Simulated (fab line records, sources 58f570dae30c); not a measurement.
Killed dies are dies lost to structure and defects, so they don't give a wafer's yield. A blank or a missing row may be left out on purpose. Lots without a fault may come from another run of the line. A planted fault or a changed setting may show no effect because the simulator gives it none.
Which tool did it? | flow berkeley_cmos170 | 16 lots, 48 wafers sampled, at 5 steps of a route of 331

WHAT THE GAUGES READ, wafer by wafer
UCB170_GATE_THK_MEAS_05. Usual: GATE_POLY_THK 213.4 nm, standard deviation 2.3.
lot  | measured     | on            | GATE_POLY_THK (nm) | flag
L208 | day 5 16:01  | film_metro-02 | 209.3 208.7 209.4  |
L209 | day 6 00:22  | film_metro-02 | 212.0 210.6 211.3  |
L211 | day 6 16:08  | film_metro-01 | 211.8 213.9 215.5  |
L210 | day 6 16:12  | film_metro-01 | 216.1 213.9 216.3  |
L214 | day 7 11:40  | film_metro-01 | 214.3 214.6 214.0  |
L215 | day 7 19:19  | film_metro-02 | 215.3 215.8 215.8  |
L216 | day 7 19:19  | film_metro-03 | 212.2 211.8 211.8  |
L217 | day 7 19:20  | film_metro-01 | 214.7 213.2 214.0  |
L218 | day 8 08:31  | film_metro-02 | 211.0 210.0 211.2  |
L220 | day 9 00:35  | film_metro-03 | 213.5 214.8 214.2  |
L219 | day 9 00:36  | film_metro-02 | 209.8 210.2 211.3  |
L222 | day 9 09:26  | film_metro-02 | 212.7 214.4 214.6  |
L221 | day 9 09:26  | film_metro-03 | 211.4 214.3 212.1  |
L224 | day 9 16:07  | film_metro-02 | 209.9 211.9 212.4  |
L226 | day 9 16:12  | film_metro-02 | 214.7 215.4 216.3  |
L227 | day 10 18:53 | film_metro-01 | 212.9 212.8 213.0  |

UCB170_PLDD_CD_MEAS_06: target cd 1200 nm. Usual: cd_nm 1200.0 nm, standard deviation 1.7.
lot  | measured     | on        | cd_nm (nm)           | flag
L208 | day 5 18:35  | cd_sem-02 | 1201.1 1199.3 1200.1 |
L209 | day 6 04:53  | cd_sem-01 | 1201.1 1201.0 1201.0 |
L211 | day 6 18:59  | cd_sem-01 | 1197.6 1195.8 1196.7 |
L210 | day 6 19:17  | cd_sem-01 | 1199.6 1199.0 1199.5 |
L214 | day 7 15:34  | cd_sem-02 | 1198.1 1199.6 1197.8 |
L215 | day 7 22:26  | cd_sem-01 | 1199.0 1198.7 1198.5 |
L216 | day 7 22:08  | cd_sem-01 | 1201.8 1202.8 1201.6 |
L217 | day 7 22:44  | cd_sem-01 | 1199.4 1200.0 1198.9 |
L218 | day 8 11:37  | cd_sem-01 | 1200.3 1201.8 1202.6 |
L220 | day 9 03:46  | cd_sem-01 | 1201.6 1200.8 1201.7 |
L219 | day 9 03:17  | cd_sem-01 | 1197.3 1197.8 1198.8 |
L222 | day 9 15:35  | cd_sem-02 | 1202.9 1202.6 1201.4 |
L221 | day 9 15:29  | cd_sem-01 | 1199.0 1199.3 1199.6 |
L224 | day 9 19:29  | cd_sem-02 | 1201.1 1201.9 1200.2 |
L226 | day 9 19:46  | cd_sem-01 | 1200.2 1198.6 1198.5 |
L227 | day 10 22:23 | cd_sem-02 | 1199.7 1198.5 1199.3 |

UCB170_PSD_OVL_MEAS_07. Usual: PSD_OVL 1 nm, standard deviation 5.2.
lot  | measured     | on         | PSD_OVL (nm)            | flag
L208 | day 6 02:46  | overlay-02 | 3 15 5                  |
L209 | day 6 14:47  | overlay-02 | -4 0 -5                 |
L211 | day 7 03:05  | overlay-01 | 11 8 10                 |
L210 | day 7 03:14  | overlay-01 | -8 -4 -6                |
L214 | day 8 01:04  | overlay-01 | -3 3 5                  |
L215 | day 8 10:16  | overlay-01 | -1 -2 -4                |
L216 | day 8 06:26  | overlay-02 | 2 6 3                   |
L217 | day 8 10:23  | overlay-01 | 5 7 6                   |
L218 | day 9 00:10  | overlay-02 | 4 -6 -2                 |
L220 | day 9 17:23  | overlay-01 | 158 151 149 159 148 148 | OFF
L219 | day 9 11:39  | overlay-01 | -6 3 5                  |
L222 | day 10 01:58 | overlay-02 | 155 153 150 153 155 148 | OFF
L221 | day 10 01:56 | overlay-01 | 7 5 5                   |
L224 | day 10 02:13 | overlay-01 | 3 1 11                  |
L226 | day 10 02:30 | overlay-01 | 155 160 161 153 161 162 | OFF
L227 | day 11 06:37 | overlay-01 | 152 161 162 153 158 160 | OFF

UCB170_SDANNEAL_RS_MEAS_02: measures by four-point-probe. Usual: PSD_RS 75.5 ohm/sq, standard deviation 0.39.
lot  | measured     | on            | PSD_RS (ohm/sq) | flag
L208 | day 6 06:12  | film_metro-04 | 75.4 75.5 75.4  |
L209 | day 6 18:56  | film_metro-03 | 75.4 75.2 75.1  |
L211 | day 7 06:04  | film_metro-04 | 75.8 75.7 75.7  |
L210 | day 7 06:52  | film_metro-04 | 75.9 75.2 75.4  |
L214 | day 8 06:34  | film_metro-03 | 75.2 75.8 75.3  |
L215 | day 8 15:09  | film_metro-04 | 75.6 75.5 75.5  |
L216 | day 8 11:16  | film_metro-04 | 75.1 75.2 75.4  |
L217 | day 8 15:10  | film_metro-01 | 75.7 75.8 75.5  |
L218 | day 9 03:22  | film_metro-01 | 75.7 75.8 76.1  |
L219 | day 9 16:58  | film_metro-04 | 75.5 75.5 75.3  |
L221 | day 10 09:46 | film_metro-04 | 75.2 75.2 75.2  |
L224 | day 10 09:38 | film_metro-01 | 74.6 74.6 74.7  |

WHICH TOOL RAN EACH LOT (tool, then ch and the chambers of the sampled wafers, then the start)
lot  | UCB170_PSD_EXPOSE_03
L208 | krf_scanner-02 ch 0, day 6 02:13
L209 | krf_scanner-02 ch 0, day 6 14:07
L211 | krf_scanner-01 ch 0, day 7 02:22
L210 | krf_scanner-02 ch 0, day 7 02:45
L214 | krf_scanner-02 ch 0, day 8 00:25
L215 | krf_scanner-01 ch 0, day 8 09:44
L216 | krf_scanner-02 ch 0, day 8 05:53
L217 | krf_scanner-01 ch 0, day 8 09:54
L218 | krf_scanner-02 ch 0, day 8 23:16
L220 | krf_scanner-01 ch 0, day 9 16:33
L219 | krf_scanner-01 ch 0, day 9 11:10
L222 | krf_scanner-01 ch 0, day 10 01:13
L221 | krf_scanner-02 ch 0, day 10 00:59
L224 | krf_scanner-02 ch 0, day 10 01:28
L226 | krf_scanner-01 ch 0, day 10 01:51
L227 | krf_scanner-01 ch 0, day 11 05:25
- UCB170_PSD_EXPOSE_03: exposes mask PSELECT MOD, target cd 1200 nm.

WHAT THE TOOLS THEMSELVES READ (means of the sampled wafers that have a number; where no wafer has one, the mark that the record gives instead)
UCB170_PSD_EXPOSE_03. Usual: focus_offset_nm 0.0 nm, standard deviation 0.54; reticle_temp_C 22.99 C, standard deviation 0.1.
lot  | tool           | focus_offset_nm (nm) | reticle_temp_C (C) | flag
L208 | krf_scanner-02 | 0.6                  | 22.99              |
L209 | krf_scanner-02 | 0.3                  | 23.17              |
L211 | krf_scanner-01 | -0.6                 | 23.15              |
L210 | krf_scanner-02 | -0.2                 | 22.96              |
L214 | krf_scanner-02 | -0.3                 | 23.03              |
L215 | krf_scanner-01 | 0.2                  | 22.94              |
L216 | krf_scanner-02 | -0.3                 | 22.88              |
L217 | krf_scanner-01 | 0.6                  | 22.98              |
L218 | krf_scanner-02 | -0.3                 | 22.99              |
L220 | krf_scanner-01 | -0.3                 | 23.08              |
L219 | krf_scanner-01 | -0.3                 | 22.87              |
L222 | krf_scanner-01 | 0.0                  | 22.93              |
L221 | krf_scanner-02 | 1.0                  | 22.98              |
L224 | krf_scanner-02 | 0.0                  | 22.94              |
L226 | krf_scanner-01 | -0.3                 | 23.00              |
L227 | krf_scanner-01 | -0.4                 | 22.90              |

THE ANSWER, worked out from the rows above alone
Rule: a lot is off if the mean of its wafers that have a number lies more than 3 standard deviations from the usual mean. A lot without any number at a reading at which 4 lots or more have one is off too. The other lots that the step has rows for count as sound. The gauges are gone through in route order, then the tools' own readings, and for those a lot's mean is taken as printed above. The first step at which some lot is off is used, and at that step the reading that is off furthest; a lot without a number counts as furthest.
Off: L220, L222, L226, L227, at UCB170_PSD_OVL_MEAS_07 (PSD_OVL).
A tool fits if, at a process step before that reading, it ran every lot that is off, and no sound lot after the first of them. The gauges at UCB170_PSD_OVL_MEAS_07 are tried like those tools. One fits: krf_scanner-01 at UCB170_PSD_EXPOSE_03. Its last sound lot is L219 (day 9 11:10), its first lot that is off L220 (day 9 16:33): a fault that began between those two fits.

WHAT THE SIMULATOR HAD PUT IN
Scanner matching overlay: krf_scanner-01, from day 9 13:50 on, at UCB170_PSD_EXPOSE_03. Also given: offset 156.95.
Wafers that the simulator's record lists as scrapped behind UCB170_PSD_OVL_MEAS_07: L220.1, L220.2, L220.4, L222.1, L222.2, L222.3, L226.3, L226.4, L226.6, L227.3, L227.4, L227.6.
Lots struck among those shown: L220, L222, L226, L227. The rule above found the same.
